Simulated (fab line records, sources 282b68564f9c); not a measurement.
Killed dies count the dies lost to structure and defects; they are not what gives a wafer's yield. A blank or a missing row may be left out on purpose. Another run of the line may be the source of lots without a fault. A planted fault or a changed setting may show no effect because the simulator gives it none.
fab line records -- flow rit_cmos -- part 1 of 2: steps 1 to 42 of 45
record lots=7, wafers=21, last_day=7
route steps=202 shown ACTIVE@11 FOX1@20 FOX2@23 NWELL@28 PWELL@39 WELLDRIVE@50 SILICIDE@161 M1@202
lots that met no fault: taken from a fault-free run of the same line
start_h: hours from the record's opening day to when the first of the lot's shown wafers began -- wait_h: hours from the lot's prior step to this one -- " the same as in the row above -- L1.1+2: a row that stands for several wafers -- - no value present, or no start provided -- * or withheld: withheld -- < > ~ a bound
route shown NAME@n: NAME is a module with steps in the file, n the number in the route of the first one -- usual: mean and standard deviation over wafers with no fault -- same: alike in all rows -- chamber/n: place in a boat -- sites: each site's reading -- _std_site: how widely they spread, as a standard deviation -- _edge_site: inner sites' mean taken away from outer sites' mean -- radius_mm: how far each site lies from the wafer's centre -- mask NAME#n: copy n -- behind: the last tool/chamber to shape the wafer -- hold: cause of the lot's hold/its duration in hours/its outcome -- device: transistor that didn't switch, given as n, p or np -- end of line: the same wafers' tests at the end of the route -- for a step that has no rows: nothing shown but its recipe -- killed: not the wafer's yield, but the dies lost to structure and defects at the first sort -- map: the dies of a wafer, with x for killed, . for not killed, _ for no die there
set.NAME: the run value of the setting; set.NAME@STEP: its run value at that earlier step -- model.NAME: the simulator's own value behind a step, which no gauge read
lots at selected steps of the route; one table per step, one row per wafer
services: a tool's chamber out of use, with start hour (start_h, from the record's first day; less than 0 if before it), hours out, and reason
## steps
# step RIT_ACTIVE_DEVELOP_10
# recipe resist=NOVOLAK, develop_time_s=50, dev_temp_c=23
# step RIT_ACTIVE_CD_MEAS_11
# recipe target_cd_nm=1400
# usual cd_nm=1400.1/2.4
lot.wafer,tool,chamber,start_h,wait_h,cd_nm
L278.2,cd_sem-02,-,24.74,-,1400.7
L278.4,cd_sem-02,-,24.74,-,1402.0
L278.5,cd_sem-02,-,24.74,-,1401.6
L281.3,cd_sem-01,-,39.48,-,1400.1
L281.5,cd_sem-01,-,39.48,-,1397.6
L281.6,cd_sem-01,-,39.48,-,1399.5
L285.1,cd_sem-01,-,61.44,-,1403.5
L285.2,cd_sem-01,-,61.44,-,1403.5
L285.5,cd_sem-01,-,61.44,-,1404.3
L286.2,cd_sem-01,-,66.07,-,1403.5
L286.4,cd_sem-01,-,66.07,-,1402.1
L286.5,cd_sem-01,-,66.07,-,1402.7
L289.1,cd_sem-01,-,79.58,-,1398.2
L289.3,cd_sem-01,-,79.58,-,1398.9
L289.4,cd_sem-01,-,79.58,-,1397.4
L294.2,cd_sem-02,-,105.91,-,1398.5
L294.3,cd_sem-02,-,105.91,-,1397.2
L294.6,cd_sem-02,-,105.91,-,1398.9
L295.4,cd_sem-02,-,109.70,-,1398.7
L295.5,cd_sem-02,-,109.70,-,1397.7
L295.6,cd_sem-02,-,109.70,-,1398.5
# step RIT_ACTIVE_HARDBAKE_12
# recipe resist=NOVOLAK, temp_c=140, time_s=60
# step RIT_ACTIVE_ETCH_13
# recipe stop_on=SiO2, chemistry=SF6, target=Si3N4, time_s=210, over_etch_frac=0.4, SF6_flow_sccm=200, pressure_mtorr=260, rf_w=125, target_depth_a=2100
# usual drypump_motor_current_A=5.9/0.45, oes_product_au=0.824/0.016, throttle_valve_pct=7.47/0.1
lot.wafer,tool,chamber,start_h,wait_h,drypump_motor_current_A,oes_product_au,rf_hours_counter_h,throttle_valve_pct
L278.2,rie_diel-04,2,25.07,0.1,6.6,0.829,29,7.41
L278.4,rie_diel-04,3,25.07,0.1,5.5,0.803,58,7.45
L278.5,rie_diel-04,0,25.07,0.1,5.8,0.827,-,7.55
L281.3,rie_diel-02,2,39.94,0.1,5.3,0.830,83,7.67
L281.5,rie_diel-02,2,39.94,0.1,5.3,0.824,-,7.68
L281.6,rie_diel-02,1,39.94,0.1,6.1,0.834,-,7.37
L285.1,rie_diel-02,3,61.71,0.1,6.2,0.864,105,7.60
L285.2,rie_diel-02,1,61.71,0.1,6.1,0.859,151,7.37
L285.5,rie_diel-02,3,61.71,0.1,6.1,0.853,-,7.61
L286.2,rie_diel-04,3,66.32,0.1,5.5,0.797,59,7.44
L286.4,rie_diel-04,0,66.32,0.1,5.8,0.812,160,7.56
L286.5,rie_diel-04,3,66.32,0.1,5.5,0.797,-,7.44
L289.1,rie_diel-02,0,79.85,0.1,5.5,0.806,81,7.52
L289.3,rie_diel-02,1,79.85,0.1,6.1,0.841,151,7.37
L289.4,rie_diel-02,3,79.85,0.1,6.1,0.834,105,7.60
L294.2,rie_diel-02,0,106.16,0.1,5.6,0.808,82,7.52
L294.3,rie_diel-02,3,106.16,0.1,6.2,0.846,106,7.60
L294.6,rie_diel-02,0,106.16,0.1,5.6,0.817,-,7.52
L295.4,rie_diel-01,2,109.98,0.1,5.7,0.823,-,7.36
L295.5,rie_diel-01,3,109.98,0.1,5.4,0.806,-,7.42
L295.6,rie_diel-01,1,109.98,0.1,6.4,0.818,-,7.39
# step RIT_ACTIVE_STRIP_14
# recipe chemistry=O2, time_s=180, resist=NOVOLAK, platen_temp_c=withheld, power_w=500, pressure_mtorr=4000, o2_flow_sccm=4000
# usual drypump_motor_current_A=5.76/0.26
lot.wafer,tool,chamber,start_h,wait_h,drypump_motor_current_A,rf_hours_counter_h
L278.2,plasma_asher-02,0,25.21,0.1,6.15,38
L278.4,plasma_asher-02,1,25.21,0.1,5.89,-
L278.5,plasma_asher-02,1,25.21,0.1,5.92,-
L281.3,plasma_asher-02,0,40.13,0.1,6.13,-
L281.5,plasma_asher-02,0,40.13,0.1,6.14,-
L281.6,plasma_asher-02,1,40.13,0.1,5.90,-
L285.1,plasma_asher-04,1,61.84,0.1,5.62,40
L285.2,plasma_asher-04,0,61.84,0.1,5.42,40
L285.5,plasma_asher-04,0,61.84,0.1,5.43,-
L286.2,plasma_asher-04,0,66.45,0.1,5.41,41
L286.4,plasma_asher-04,1,66.45,0.1,5.63,-
L286.5,plasma_asher-04,1,66.45,0.1,5.64,-
L289.1,plasma_asher-04,1,79.98,0.1,5.63,42
L289.3,plasma_asher-04,1,79.98,0.1,5.60,-
L289.4,plasma_asher-04,0,79.98,0.1,5.42,-
L294.2,plasma_asher-04,0,106.29,0.1,5.44,44
L294.3,plasma_asher-04,0,106.29,0.1,5.44,-
L294.6,plasma_asher-04,0,106.29,0.1,5.43,-
L295.4,plasma_asher-04,1,110.11,0.1,5.61,-
L295.5,plasma_asher-04,1,110.11,0.1,5.60,-
L295.6,plasma_asher-04,0,110.11,0.1,5.44,-
# step RIT_ACTIVE_CD_MEAS_90
# recipe target_cd_nm=1400
# usual cd_nm=1400.1/2.4
lot.wafer,tool,chamber,start_h,wait_h,cd_nm
L278.2,cd_sem-02,-,25.40,0.1,1400.4
L278.4,cd_sem-02,-,25.40,0.1,1401.9
L278.5,cd_sem-02,-,25.40,0.1,1401.3
L281.3,cd_sem-02,-,40.29,0.1,1400.4
L281.5,cd_sem-02,-,40.29,0.1,1397.6
L281.6,cd_sem-02,-,40.29,0.1,1399.4
L285.1,cd_sem-02,-,62.02,0.1,1404.3
L285.2,cd_sem-02,-,62.02,0.1,1403.5
L285.5,cd_sem-02,-,62.02,0.1,1404.8
L286.2,cd_sem-01,-,66.64,0.1,1403.4
L286.4,cd_sem-01,-,66.64,0.1,1402.1
L286.5,cd_sem-01,-,66.64,0.1,1402.6
L289.1,cd_sem-02,-,80.16,0.1,1398.3
L289.3,cd_sem-02,-,80.16,0.1,1399.0
L289.4,cd_sem-02,-,80.16,0.1,1397.9
L294.2,cd_sem-01,-,106.49,0.1,1398.6
L294.3,cd_sem-01,-,106.49,0.1,1397.2
L294.6,cd_sem-01,-,106.49,0.1,1399.2
L295.4,cd_sem-02,-,110.28,0.1,1399.0
L295.5,cd_sem-02,-,110.28,0.1,1397.9
L295.6,cd_sem-02,-,110.28,0.1,1398.4
# step RIT_ACTIVE_CLEAN_15
# recipe chemistry=SC1, mix=3:3:50, time_s=600, temp_c=75
# step RIT_ACTIVE_CLEAN_16
# recipe chemistry=dHF, dilution=50:1, time_s=30
# step RIT_ACTIVE_CLEAN_17
# recipe chemistry=SC2, mix=3:3:50, time_s=600, temp_c=75, dry=n2_spin
# step RIT_FOX1_OXIDATION_00
# recipe temp_c=1100, ambient=H2O, target_thk_a=3507, p_h2o_torr=720, ox_time_s=1130
# step RIT_FOX1_THK_MEAS_01
# recipe reads=SiO2_of_FOX1_OXIDATION_00
# usual FOX1_OXIDE_THK=350/7.1
lot.wafer,tool,chamber,start_h,wait_h,FOX1_OXIDE_THK[nm]
L278.2,film_metro-04,-,30.18,0.0,355
L278.4,film_metro-04,-,30.18,0.0,354
L278.5,film_metro-04,-,30.18,0.0,355
L281.3,film_metro-01,-,43.39,0.0,351
L281.5,film_metro-01,-,43.39,0.0,344
L281.6,film_metro-01,-,43.39,0.0,346
L285.1,film_metro-04,-,69.34,0.0,345
L285.2,film_metro-04,-,69.34,0.0,348
L285.5,film_metro-04,-,69.34,0.0,351
L286.2,film_metro-03,-,69.35,0.0,355
L286.4,film_metro-03,-,69.35,0.0,350
L286.5,film_metro-03,-,69.35,0.0,348
L289.1,film_metro-04,-,83.02,0.0,331
L289.3,film_metro-04,-,83.02,0.0,332
L289.4,film_metro-04,-,83.02,0.0,337
L294.2,film_metro-03,-,108.72,0.0,348
L294.3,film_metro-03,-,108.72,0.0,347
L294.6,film_metro-03,-,108.72,0.0,349
L295.4,film_metro-03,-,112.80,0.0,349
L295.5,film_metro-03,-,112.80,0.0,349
L295.6,film_metro-03,-,112.80,0.0,354
# step RIT_FOX1_WET_ETCH_02
# recipe chemistry=BOE, target_depth_nm=350, time_s=390, temp_c=21.5, dry=n2_spin, dilution=10:1, target=SiO2
# step RIT_FOX2_OXIDATION_00
# recipe temp_c=1100, ambient=H2O, target_thk_a=3507, p_h2o_torr=720, ox_time_s=1130
# usual spike_tc_centre_C=1101.8/1, spike_tc_load_C=1129.7/2.1, spike_tc_source_C=1126.8/2.3, tube_center_temp_C=1100/0.1, tube_center_temp_C_max=1102.8/0.47
lot.wafer,tool,chamber,start_h,wait_h,spike_tc_centre_C,spike_tc_load_C,spike_tc_source_C,tube_center_temp_C,tube_center_temp_C_max,model.SiO2_of_FOX2_OXIDATION_00.thk_nm
L278.2,furnace-03,0,30.80,0.4,1102.0,1134.3,1125.7,1100.1,1103.6,338.9
L278.4,furnace-03,0,30.80,0.4,1101.6,1129.3,1127.4,1099.9,1102.7,337.7
L278.5,furnace-03,0,30.80,0.4,1102.0,1130.3,1128.2,1100,1102.8,337.5
L281.3,furnace-04,0,44.44,0.9,1100.9,1128.0,1124.1,1099.9,1102.6,357.1
L281.5,furnace-04,0,44.44,0.9,1100.4,1127.5,1124.3,1100.1,1103.0,348.7
L281.6,furnace-04,0,44.44,0.9,1101.8,1127.1,1123.2,1099.9,1102.5,346.6
L285.1,furnace-03,0,71.27,1.8,1116.3,1147.4,1144.2,1115.2,1117.6,372.2
L285.2,furnace-03,0,71.27,1.8,1116.5,1146.5,1144.6,1114.9,1118.5,373.5
L285.5,furnace-03,0,71.27,1.8,1116.2,1145.3,1144.0,1115,1117.8,368.2
L286.2,furnace-03,0,71.27,1.8,1115.7,1147.8,1143.5,1114.9,1117.6,367.8
L286.4,furnace-03,0,71.27,1.8,1118.1,1148.2,1145.2,1115.2,1117.7,370.4
L286.5,furnace-03,0,71.27,1.8,1117.6,1145.4,1144.0,1115,1117.7,366.4
L289.1,furnace-03,0,83.20,0.0,1121.3,1146.4,1142.8,1115.2,1118.0,370.5
L289.3,furnace-03,0,83.20,0.0,1116.5,1145.2,1144.6,1115.1,1118.2,373.2
L289.4,furnace-03,0,83.20,0.0,1117.3,1145.6,1144.5,1115,1118.0,371.3
L294.2,furnace-01,0,108.91,0.0,1102.2,1130.4,1128.3,1100.2,1102.6,338.5
L294.3,furnace-01,0,108.91,0.0,1101.7,1131.1,1128.6,1100,1103.2,334.1
L294.6,furnace-01,0,108.91,0.0,1102.5,1131.0,1126.5,1100,1103.0,341.8
L295.4,furnace-04,0,112.97,0.0,1099.9,1127.2,1123.9,1100.1,1102.7,344
L295.5,furnace-04,0,112.97,0.0,1101.8,1127.0,1123.8,1100,1102.7,346.4
L295.6,furnace-04,0,112.97,0.0,1101.3,1128.5,1124.0,1100,1102.8,351.3
# step RIT_FOX2_THK_MEAS_01
# recipe reads=SiO2_of_FOX2_OXIDATION_00
# usual FOX2_OXIDE_THK=347/5.9
lot.wafer,tool,chamber,start_h,wait_h,FOX2_OXIDE_THK[nm]
L278.2,film_metro-04,-,32.13,0.0,339
L278.4,film_metro-04,-,32.13,0.0,338
L278.5,film_metro-04,-,32.13,0.0,338
L281.3,film_metro-02,-,45.78,0.0,357
L281.5,film_metro-02,-,45.78,0.0,349
L281.6,film_metro-02,-,45.78,0.0,347
L285.1,film_metro-04,-,72.58,0.0,372
L285.2,film_metro-04,-,72.58,0.0,374
L285.5,film_metro-04,-,72.58,0.0,368
L286.2,film_metro-02,-,72.59,0.0,368
L286.4,film_metro-02,-,72.59,0.0,370
L286.5,film_metro-02,-,72.59,0.0,366
L289.1,film_metro-04,-,84.52,0.0,371
L289.3,film_metro-04,-,84.52,0.0,374
L289.4,film_metro-04,-,84.52,0.0,371
L294.2,film_metro-04,-,110.24,0.0,338
L294.3,film_metro-04,-,110.24,0.0,334
L294.6,film_metro-04,-,110.24,0.0,342
L295.4,film_metro-02,-,114.31,0.0,344
L295.5,film_metro-02,-,114.31,0.0,346
L295.6,film_metro-02,-,114.31,0.0,351
# step RIT_FOX2_CLEAN_02
# recipe chemistry=dHF, dilution=50:1, time_s=180
# step RIT_FOX2_WET_ETCH_03
# recipe chemistry=H3PO4, target=Si3N4, target_depth_nm=195, temp_c=165, time_s=2700
# step RIT_FOX2_THK_MEAS_90
# recipe reads=SiO2_of_FOX2_OXIDATION_00
# usual FIELD_OXIDE_LEFT_1_THK=319/5.8
lot.wafer,tool,chamber,start_h,wait_h,FIELD_OXIDE_LEFT_1_THK[nm]
L278.2,film_metro-04,-,33.00,0.0,311
L278.4,film_metro-04,-,33.00,0.0,310
L278.5,film_metro-04,-,33.00,0.0,310
L281.3,film_metro-03,-,46.65,0.0,329
L281.5,film_metro-03,-,46.65,0.0,321
L281.6,film_metro-03,-,46.65,0.0,319
L285.1,film_metro-04,-,73.53,0.0,344
L285.2,film_metro-04,-,73.53,0.0,346
L285.5,film_metro-04,-,73.53,0.0,341
L286.2,film_metro-03,-,73.54,0.0,340
L286.4,film_metro-03,-,73.54,0.0,343
L286.5,film_metro-03,-,73.54,0.0,339
L289.1,film_metro-04,-,85.40,0.0,343
L289.3,film_metro-04,-,85.40,0.0,346
L289.4,film_metro-04,-,85.40,0.0,344
L294.2,film_metro-04,-,111.26,0.0,311
L294.3,film_metro-04,-,111.26,0.0,307
L294.6,film_metro-04,-,111.26,0.0,315
L295.4,film_metro-02,-,115.26,0.0,317
L295.5,film_metro-02,-,115.26,0.0,319
L295.6,film_metro-02,-,115.26,0.0,324
# step RIT_NWELL_HMDS_00
# recipe prime_time_s=60, prime_temp_c=140
# step RIT_NWELL_COAT_01
# recipe resist=NOVOLAK, spin_rpm=2000, resist_thk_nm=1300
# step RIT_NWELL_SOFTBAKE_02
# recipe resist=NOVOLAK, temp_c=90, time_s=60
# step RIT_NWELL_EXPOSE_03
# recipe mask_id=M2, na=0.57, target_cd_nm=43900, dose_mj=250
# step RIT_NWELL_PEB_04
# recipe resist=NOVOLAK, temp_c=withheld, time_s=withheld
# step RIT_NWELL_DEVELOP_05
# recipe resist=NOVOLAK, develop_time_s=68, dev_temp_c=23
# step RIT_NWELL_OVL_MEAS_06
# usual NWELL_OVL=-0.4/1.4
lot.wafer,tool,chamber,start_h,wait_h,NWELL_OVL[nm]
L278.2,overlay-01,-,34.07,-,3.3
L278.4,overlay-01,-,34.07,-,-0.3
L278.5,overlay-01,-,34.07,-,2.6
L281.3,overlay-01,-,47.81,-,-0.3
L281.5,overlay-01,-,47.81,-,-2.6
L281.6,overlay-01,-,47.81,-,-0.9
L286.2,overlay-01,-,74.49,-,-1.3
L286.4,overlay-01,-,74.49,-,-0.8
L286.5,overlay-01,-,74.49,-,-2.2
L285.1,overlay-02,-,74.73,-,1.4
L285.2,overlay-02,-,74.73,-,4.6
L285.5,overlay-02,-,74.73,-,2.4
L289.1,overlay-02,-,86.59,-,-0.7
L289.3,overlay-02,-,86.59,-,0.4
L289.4,overlay-02,-,86.59,-,1.1
L294.2,overlay-01,-,112.51,-,-2.4
L294.3,overlay-01,-,112.51,-,-1.5
L294.6,overlay-01,-,112.51,-,-2.7
L295.4,overlay-02,-,116.19,-,-0.6
L295.5,overlay-02,-,116.19,-,0.3
L295.6,overlay-02,-,116.19,-,0.4
# step RIT_NWELL_HARDBAKE_07
# recipe resist=NOVOLAK, temp_c=140, time_s=120
# step RIT_NWELL_IMPLANT_08
# recipe species=P, energy_kev=170, dose_cm2=5e+13, tilt_deg=7
# step RIT_NWELL_STRIP_09
# recipe chemistry=O2, time_s=180, resist=NOVOLAK, platen_temp_c=withheld, power_w=500, pressure_mtorr=4000, o2_flow_sccm=4000
# usual drypump_motor_current_A=5.85/0.3
lot.wafer,tool,chamber,start_h,wait_h,drypump_motor_current_A,rf_hours_counter_h
L278.2,plasma_asher-02,0,34.50,0.1,6.15,39
L278.4,plasma_asher-02,0,34.50,0.1,6.17,-
L278.5,plasma_asher-02,0,34.50,0.1,6.16,-
L281.3,plasma_asher-03,1,48.29,0.1,5.32,-
L281.5,plasma_asher-03,0,48.29,0.1,6.00,-
L281.6,plasma_asher-03,1,48.29,0.1,5.32,-
L286.2,plasma_asher-02,0,74.92,0.1,6.14,43
L286.4,plasma_asher-02,0,74.92,0.1,6.15,-
L286.5,plasma_asher-02,0,74.92,0.1,6.18,-
L285.1,plasma_asher-01,1,75.16,0.1,5.55,41
L285.2,plasma_asher-01,0,75.16,0.1,6.04,41
L285.5,plasma_asher-01,1,75.16,0.1,5.54,-
L289.1,plasma_asher-01,1,87.02,0.1,5.57,43
L289.3,plasma_asher-01,0,87.02,0.1,6.05,-
L289.4,plasma_asher-01,1,87.02,0.1,5.54,-
L294.2,plasma_asher-03,0,113.13,0.1,6.03,33
L294.3,plasma_asher-03,1,113.13,0.1,5.32,-
L294.6,plasma_asher-03,0,113.13,0.1,6.00,-
L295.4,plasma_asher-02,0,116.83,0.1,6.17,-
L295.5,plasma_asher-02,1,116.83,0.1,5.92,-
L295.6,plasma_asher-02,0,116.83,0.1,6.16,-
# step RIT_NWELL_TW_MEAS_10
# usual NWELL_TW=2150/15
lot.wafer,tool,chamber,start_h,wait_h,NWELL_TW
L278.2,film_metro-02,-,34.68,0.1,2130
L278.4,film_metro-02,-,34.68,0.1,2132
L278.5,film_metro-02,-,34.68,0.1,2132
L281.3,film_metro-01,-,48.42,0.1,2162
L281.5,film_metro-01,-,48.42,0.1,2146
L281.6,film_metro-01,-,48.42,0.1,2155
L286.2,film_metro-04,-,75.11,0.1,2146
L286.4,film_metro-04,-,75.11,0.1,2141
L286.5,film_metro-04,-,75.11,0.1,2145
L285.1,film_metro-02,-,75.34,0.1,2118
L285.2,film_metro-02,-,75.34,0.1,2140
L285.5,film_metro-02,-,75.34,0.1,2142
L289.1,film_metro-01,-,87.20,0.1,2177
L289.3,film_metro-01,-,87.20,0.1,2166
L289.4,film_metro-01,-,87.20,0.1,2168
L294.2,film_metro-04,-,113.32,0.1,2156
L294.3,film_metro-04,-,113.32,0.1,2163
L294.6,film_metro-04,-,113.32,0.1,2144
L295.4,film_metro-04,-,116.97,0.1,2146
L295.5,film_metro-04,-,116.97,0.1,2156
L295.6,film_metro-04,-,116.97,0.1,2144
# step RIT_PWELL_HMDS_00
# recipe prime_time_s=60, prime_temp_c=140
# step RIT_PWELL_COAT_01
# recipe resist=NOVOLAK, spin_rpm=2000, resist_thk_nm=1300
# step RIT_PWELL_SOFTBAKE_02
# recipe resist=NOVOLAK, temp_c=90, time_s=60
# step RIT_PWELL_EXPOSE_03
# recipe mask_id=M3, na=0.57, target_cd_nm=43700, dose_mj=250
# step RIT_PWELL_PEB_04
# recipe resist=NOVOLAK, temp_c=withheld, time_s=withheld
# step RIT_PWELL_DEVELOP_05
# recipe resist=NOVOLAK, develop_time_s=68, dev_temp_c=23
# step RIT_PWELL_OVL_MEAS_06
# usual PWELL_OVL=-0.1/1.3
lot.wafer,tool,chamber,start_h,wait_h,PWELL_OVL[nm]
L278.2,overlay-01,-,35.62,-,0.4
L278.4,overlay-01,-,35.62,-,-0.8
L278.5,overlay-01,-,35.62,-,-2.1
L281.3,overlay-01,-,49.36,-,1.3
L281.5,overlay-01,-,49.36,-,1.7
L281.6,overlay-01,-,49.36,-,0.6
L286.2,overlay-01,-,76.04,-,-2.1
L286.4,overlay-01,-,76.04,-,-1.5
L286.5,overlay-01,-,76.04,-,-0.6
L285.1,overlay-01,-,76.31,-,-0.3
L285.2,overlay-01,-,76.31,-,0.5
L285.5,overlay-01,-,76.31,-,-0.1
L289.1,overlay-01,-,88.26,-,-3.4
L289.3,overlay-01,-,88.26,-,-0.1
L289.4,overlay-01,-,88.26,-,-1.2
L294.2,overlay-02,-,114.42,-,0.8
L294.3,overlay-02,-,114.42,-,1.2
L294.6,overlay-02,-,114.42,-,-1.2
L295.4,overlay-02,-,117.90,-,-2.1
L295.5,overlay-02,-,117.90,-,0.3
L295.6,overlay-02,-,117.90,-,-1.2
# step RIT_PWELL_HARDBAKE_07
# recipe resist=NOVOLAK, temp_c=140, time_s=120
# step RIT_PWELL_IMPLANT_08
# recipe species=B, energy_kev=170, dose_cm2=7e+13, tilt_deg=7
# step RIT_PWELL_STRIP_09
# recipe chemistry=O2, time_s=180, resist=NOVOLAK, platen_temp_c=withheld, power_w=500, pressure_mtorr=4000, o2_flow_sccm=4000
# usual drypump_motor_current_A=5.81/0.3
lot.wafer,tool,chamber,start_h,wait_h,drypump_motor_current_A,rf_hours_counter_h
L278.2,plasma_asher-04,1,36.05,0.1,5.63,38
L278.4,plasma_asher-04,1,36.05,0.1,5.63,-
L278.5,plasma_asher-04,0,36.05,0.1,5.44,-
L281.3,plasma_asher-02,1,49.84,0.1,5.90,-
L281.5,plasma_asher-02,0,49.84,0.1,6.17,-
L281.6,plasma_asher-02,1,49.84,0.1,5.92,-
L286.2,plasma_asher-03,0,76.47,0.1,6.00,29
L286.4,plasma_asher-03,0,76.47,0.1,5.98,-
L286.5,plasma_asher-03,1,76.47,0.1,5.31,-
L285.1,plasma_asher-02,1,76.74,0.1,5.93,44
L285.2,plasma_asher-02,0,76.74,0.1,6.17,44
L285.5,plasma_asher-02,0,76.74,0.1,6.16,-
L289.1,plasma_asher-02,1,88.70,0.1,5.91,45
L289.3,plasma_asher-02,1,88.70,0.1,5.93,-
L289.4,plasma_asher-02,0,88.70,0.1,6.14,-
L294.2,plasma_asher-02,1,114.85,0.1,5.92,48
L294.3,plasma_asher-02,0,114.85,0.1,6.15,-
L294.6,plasma_asher-02,1,114.85,0.1,5.92,-
L295.4,plasma_asher-04,0,118.38,0.1,5.43,-
L295.5,plasma_asher-04,0,118.38,0.1,5.42,-
L295.6,plasma_asher-04,1,118.38,0.1,5.63,-
# step RIT_PWELL_TW_MEAS_10
# usual PWELL_TW=954/7.6
lot.wafer,tool,chamber,start_h,wait_h,PWELL_TW
L278.2,film_metro-01,-,36.23,0.1,955
L278.4,film_metro-01,-,36.23,0.1,955
L278.5,film_metro-01,-,36.23,0.1,953
L281.3,film_metro-02,-,49.98,0.1,950
L281.5,film_metro-02,-,49.98,0.1,944
L281.6,film_metro-02,-,49.98,0.1,948
L286.2,film_metro-01,-,76.66,0.1,958
L286.4,film_metro-01,-,76.66,0.1,961
L286.5,film_metro-01,-,76.66,0.1,964
L285.1,film_metro-04,-,76.92,0.1,953
L285.2,film_metro-04,-,76.92,0.1,953
L285.5,film_metro-04,-,76.92,0.1,952
L289.1,film_metro-01,-,88.87,0.1,962
L289.3,film_metro-01,-,88.87,0.1,963
L289.4,film_metro-01,-,88.87,0.1,968
L294.2,film_metro-04,-,115.04,0.1,954
L294.3,film_metro-04,-,115.04,0.1,958
L294.6,film_metro-04,-,115.04,0.1,959
L295.4,film_metro-04,-,118.52,0.1,958
L295.5,film_metro-04,-,118.52,0.1,957
L295.6,film_metro-04,-,118.52,0.1,959
# step RIT_WELLDRIVE_ANNEAL_00
# recipe temp_c=1100, time_s=14700, ambient=N2
# step RIT_WELLDRIVE_RS_MEAS_01
# recipe thk_meas_gauge=four-point-probe
# usual NWELL_RS=275.7/0.91
lot.wafer,tool,chamber,start_h,wait_h,NWELL_RS[ohm/sq]
L278.2,film_metro-04,-,42.41,0.0,276.8
L278.4,film_metro-04,-,42.41,0.0,275.9
L278.5,film_metro-04,-,42.41,0.0,276.7
L281.3,film_metro-02,-,55.14,0.0,275.8
L281.5,film_metro-02,-,55.14,0.0,275.5
L281.6,film_metro-02,-,55.14,0.0,275.8
L285.1,film_metro-04,-,82.15,0.0,275.6
L285.2,film_metro-04,-,82.15,0.0,274.8
L285.5,film_metro-04,-,82.15,0.0,274.6
L286.2,film_metro-02,-,82.17,0.0,276.3
L286.4,film_metro-02,-,82.17,0.0,275.7
L286.5,film_metro-02,-,82.17,0.0,275.6
L289.1,film_metro-04,-,95.31,0.0,276.1
L289.3,film_metro-04,-,95.31,0.0,276.7
L289.4,film_metro-04,-,95.31,0.0,276.2
L294.2,film_metro-04,-,120.22,0.0,276.5
L294.3,film_metro-04,-,120.22,0.0,277.6
L294.6,film_metro-04,-,120.22,0.0,276.4
L295.4,film_metro-04,-,124.50,0.1,277.2
L295.5,film_metro-04,-,124.50,0.1,276.9
L295.6,film_metro-04,-,124.50,0.1,276.5
# step RIT_WELLDRIVE_RS_MEAS_02
# recipe thk_meas_gauge=four-point-probe
# usual PWELL_RS=429.8/1.1
lot.wafer,tool,chamber,start_h,wait_h,PWELL_RS[ohm/sq]
L278.2,film_metro-04,-,42.53,0.1,429.4
L278.4,film_metro-04,-,42.53,0.1,430.4
L278.5,film_metro-04,-,42.53,0.1,430.3
L281.3,film_metro-02,-,55.26,0.1,430.2
L281.5,film_metro-02,-,55.26,0.1,428.8
L281.6,film_metro-02,-,55.26,0.1,428.0
L285.1,film_metro-04,-,82.27,0.1,429.2
L285.2,film_metro-04,-,82.27,0.1,429.5
L285.5,film_metro-04,-,82.27,0.1,428.9
L286.2,film_metro-02,-,82.29,0.1,428.4
L286.4,film_metro-02,-,82.29,0.1,428.5
L286.5,film_metro-02,-,82.29,0.1,428.6
L289.1,film_metro-04,-,95.43,0.1,429.4
L289.3,film_metro-04,-,95.43,0.1,430.4
L289.4,film_metro-04,-,95.43,0.1,429.6
L294.2,film_metro-04,-,120.34,0.1,431.0
L294.3,film_metro-04,-,120.34,0.1,431.5
L294.6,film_metro-04,-,120.34,0.1,430.6
L295.4,film_metro-04,-,124.62,0.1,429.3
L295.5,film_metro-04,-,124.62,0.1,429.5
L295.6,film_metro-04,-,124.62,0.1,428.7
## key
first_sign step=RIT_FOX2_OXIDATION_00, reading=tube_center_temp_C, direction=up, sigmas=99+, usual=*, struck=*
effect step=RIT_FOX2_OXIDATION_00, reading=tube_center_temp_C_max, direction=up, sigmas=32, usual=*, struck=*
effect step=RIT_FOX2_THK_MEAS_01, reading=FOX2_OXIDE_THK, direction=up, sigmas=4, usual=347, struck=370
effect step=RIT_FOX2_THK_MEAS_90, reading=FIELD_OXIDE_LEFT_1_THK, direction=up, sigmas=4.1, usual=319, struck=343
effect step=RIT_FOX2_THK_MEAS_91, reading=FIELD_OXIDE_LEFT_2_THK, direction=up, sigmas=4.2, usual=251, struck=275
model_effect step=RIT_FOX2_OXIDATION_00, value=SiO2_of_FOX2_OXIDATION_00.thk_nm, without=346.9, struck=370.4
model_effect step=RIT_SILICIDE_WET_ETCH_00, value=SiO2_of_FOX2_OXIDATION_00.thk_nm, without=147, struck=170.4
model_effect step=RIT_M1_PROBE_99, value=etest.nldd.width_nm, without=3184, struck=3155
met_at RIT_FOX2_OXIDATION_00
struck_wafers L285.1,L285.2,L285.5,L286.2,L286.4,L286.5,L289.1,L289.3,L289.4
tester_left_out L285,L286,L289
onset_between 30.80 71.27
fault kind=process_parameter_drift, tool=furnace-03, chamber=-, onset_h=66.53, steps=RIT_FOX2_OXIDATION_00, channel=temp_c, offset=*, shape=step, end_h=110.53, acts_in=*, stated=*
# tester_left_out: of these lots the tester's yield and bins aren't shown, on N5 and GAA mostly nor the transistor test; their killed dies are dies lost to structure and defects alone, not to doping, threshold or leakage, so they don't give the yield
